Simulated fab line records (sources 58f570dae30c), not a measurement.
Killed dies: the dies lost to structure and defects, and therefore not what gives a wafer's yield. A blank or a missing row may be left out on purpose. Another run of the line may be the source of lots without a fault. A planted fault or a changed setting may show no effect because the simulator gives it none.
Which tool was responsible? ; flow berkeley cmos170 ; 14 lots, 42 wafers sampled, at 5 steps of a route of 331

WHAT THE GAUGES READ, wafer by wafer
UCB170_WELLDRIVE_THK_MEAS_02.
lot;measured;on;WELLDRIVE_OXIDE_THK (nm)
L202;day 3 13:26;film metro-02;208 211 208
L204;day 3 17:28;film metro-04;199 200 198
L203;day 3 17:28;film metro-03;204 204 206
L205;day 3 22:09;film metro-04;199 198 200
L206;day 4 04:20;film metro-04;190 192 195
L207;day 4 04:20;film metro-03;195 193 195
L208;day 4 15:09;film metro-04;205 204 205
L209;day 5 02:08;film metro-02;196 194 190
L210;day 5 02:09;film metro-03;203 199 198
L211;day 5 08:05;film metro-02;198 200 197
L212;day 5 08:05;film metro-04;200 198 200
L213;day 5 13:58;film metro-04;199 201 201
L214;day 5 13:59;film metro-02;201 200 201
L215;day 5 23:22;film metro-04;200 198 201

UCB170_PFIELD_TW_MEAS_09.
lot;measured;on;PFIELD_TW
L202;day 4 08:18;film metro-01;605.0 605.9 606.4
L204;day 4 11:56;film metro-04;598.9 600.1 600.9
L203;day 4 10:49;film metro-04;602.7 599.4 603.6
L205;day 4 14:31;film metro-04;599.0 600.5 599.6
L206;day 4 17:01;film metro-03;605.5 605.0 602.9
L207;day 4 16:45;film metro-01;607.8 603.8 604.0
L208;day 5 06:13;film metro-03;602.6 601.0 602.6
L209;day 5 21:36;film metro-03;600.4 602.0 602.9
L210;day 5 21:24;film metro-01;608.0 604.0 603.9
L211;day 6 04:54;film metro-01;605.8 600.0 603.5
L212;day 6 04:59;film metro-03;606.9 608.3 607.7
L213;day 6 06:20;film metro-01;603.3 608.1 607.2
L214;day 6 06:01;film metro-03;604.4 606.6 605.5
L215;day 6 17:53;film metro-01;605.0 603.3 603.0

UCB170_PVT_TW_MEAS_09.
lot;measured;on;PVT_TW
L202;day 5 11:53;film metro-02;511.1 516.1 511.9
L204;day 5 15:20;film metro-01;508.9 506.0 508.0
L203;day 5 15:50;film metro-02;514.2 510.1 509.7
L205;day 5 22:31;film metro-02;515.9 511.2 514.7
L206;day 5 22:41;film metro-04;507.5 508.3 507.2
L207;day 5 22:58;film metro-04;509.5 507.5 508.2
L208;day 6 15:29;film metro-04;509.9 509.4 508.5
L209;day 7 02:15;film metro-01;508.2 508.7 510.0
L210;day 7 02:24;film metro-04;510.7 508.6 509.3
L211;day 7 11:23;film metro-02;510.9 508.1 505.5
L212;day 7 11:59;film metro-02;258.2 259.5 260.0 261.2 261.6 258.7
L213;day 7 12:05;film metro-02;261.0 260.9 260.7 259.6 260.1 260.5
L214;day 7 11:44;film metro-02;259.9 259.3 260.9 260.0 259.2 261.1
L215;day 8 00:24;film metro-04;259.9 258.4 257.1 257.6 258.0 258.5

WHICH TOOL RAN EACH LOT (tool, then ch and the chambers of the sampled wafers, then the start)
lot;UCB170_PVT_IMPLANT_07;UCB170_PVT_STRIP_08
L202;implanter-04 ch 0, day 5 11:38;plasma asher-03 ch 0,1, day 5 11:47
L204;implanter-04 ch 0, day 5 15:06;plasma asher-03 ch 0,1, day 5 15:14
L203;implanter-02 ch 0, day 5 15:37;plasma asher-03 ch 0,1, day 5 15:46
L205;implanter-02 ch 0, day 5 22:17;plasma asher-03 ch 0,1, day 5 22:25
L206;implanter-04 ch 0, day 5 22:26;plasma asher-02 ch 0,1, day 5 22:34
L207;implanter-01 ch 0, day 5 22:44;plasma asher-03 ch 0,1, day 5 22:52
L208;implanter-01 ch 0, day 6 15:14;plasma asher-04 ch 0,1, day 6 15:22
L209;implanter-01 ch 0, day 7 01:55;plasma asher-04 ch 0,1, day 7 02:04
L210;implanter-04 ch 0, day 7 02:10;plasma asher-02 ch 0, day 7 02:17
L211;implanter-01 ch 0, day 7 11:08;plasma asher-03 ch 0,1, day 7 11:16
L212;implanter-02 ch 0, day 7 11:46;plasma asher-02 ch 0,1, day 7 11:53
L213;implanter-01 ch 0, day 7 11:50;plasma asher-04 ch 0,1, day 7 11:59
L214;implanter-04 ch 0, day 7 11:31;plasma asher-02 ch 0,1, day 7 11:38
L215;implanter-02 ch 0, day 8 00:09;plasma asher-02 ch 0,1, day 8 00:18
- UCB170_PVT_IMPLANT_07
- UCB170_PVT_STRIP_08: strips in O2.

WHAT THE TOOLS THEMSELVES READ (means of the sampled wafers that have a number; where no wafer has one, the mark that the record gives instead)
UCB170_PVT_IMPLANT_07.
lot;tool;end station pressure torr (Torr)
L202;implanter-04;5.21e-06
L204;implanter-04;5.04e-06
L203;implanter-02;5.24e-06
L205;implanter-02;4.83e-06
L206;implanter-04;5.35e-06
L207;implanter-01;4.87e-06
L208;implanter-01;5.12e-06
L209;implanter-01;4.86e-06
L210;implanter-04;5.07e-06
L211;implanter-01;4.97e-06
L212;implanter-02;5.01e-06
L213;implanter-01;5.14e-06
L214;implanter-04;4.96e-06
L215;implanter-02;5.00e-06

UCB170_PVT_STRIP_08.
lot;tool;drypump motor current A (A);oes product au (a.u.);strip time to endpoint s (s)
L202;plasma asher-03;5.6;0.736;21.62
L204;plasma asher-03;5.7;0.731;21.65
L203;plasma asher-03;5.6;0.736;21.68
L205;plasma asher-03;5.7;0.732;21.61
L206;plasma asher-02;5.5;0.736;21.59
L207;plasma asher-03;5.6;0.738;21.65
L208;plasma asher-04;5.7;0.736;21.72
L209;plasma asher-04;5.6;0.734;21.56
L210;plasma asher-02;5.9;0.734;21.60
L211;plasma asher-03;5.6;0.738;21.55
L212;plasma asher-02;5.0;0.736;21.58
L213;plasma asher-04;5.6;0.732;21.77
L214;plasma asher-02;5.0;0.733;21.64
L215;plasma asher-02;5.5;0.739;21.65

THE ANSWER, worked out from the rows above alone
Rule: usual is defined by the lots themselves. The widest of any qualifying gaps counts: lots, ordered by their means at a reading, are off when they make up no more than a third of the lots, leave a main group of 4 or more, and stand apart from it by 3 or more times the standard deviation of that group's means. A main group whose means are all the same, to the digits that the tables above print for the reading, isn't used. A lot without any number at a reading at which 4 lots or more have one is off too. All remaining lots with rows at the step are treated as sound. First the gauges in route order, then the tools' own readings, where a lot's mean is used as printed above. The first step at which some lot is off is used, and at that step the reading that is off furthest; a lot without a number counts as furthest.
Off: L212, L213, L214, L215, at UCB170_PVT_TW_MEAS_09 (PVT_TW). The main group has a mean of 509.8 with a standard deviation of 2.1.
A tool fits if, at a process step before that reading, it ran every lot that is off, and no sound lot after the first of them. The gauges at UCB170_PVT_TW_MEAS_09 are tried like those tools. No candidate that was tried fits.

WHAT WAS PUT IN BY THE SIMULATOR
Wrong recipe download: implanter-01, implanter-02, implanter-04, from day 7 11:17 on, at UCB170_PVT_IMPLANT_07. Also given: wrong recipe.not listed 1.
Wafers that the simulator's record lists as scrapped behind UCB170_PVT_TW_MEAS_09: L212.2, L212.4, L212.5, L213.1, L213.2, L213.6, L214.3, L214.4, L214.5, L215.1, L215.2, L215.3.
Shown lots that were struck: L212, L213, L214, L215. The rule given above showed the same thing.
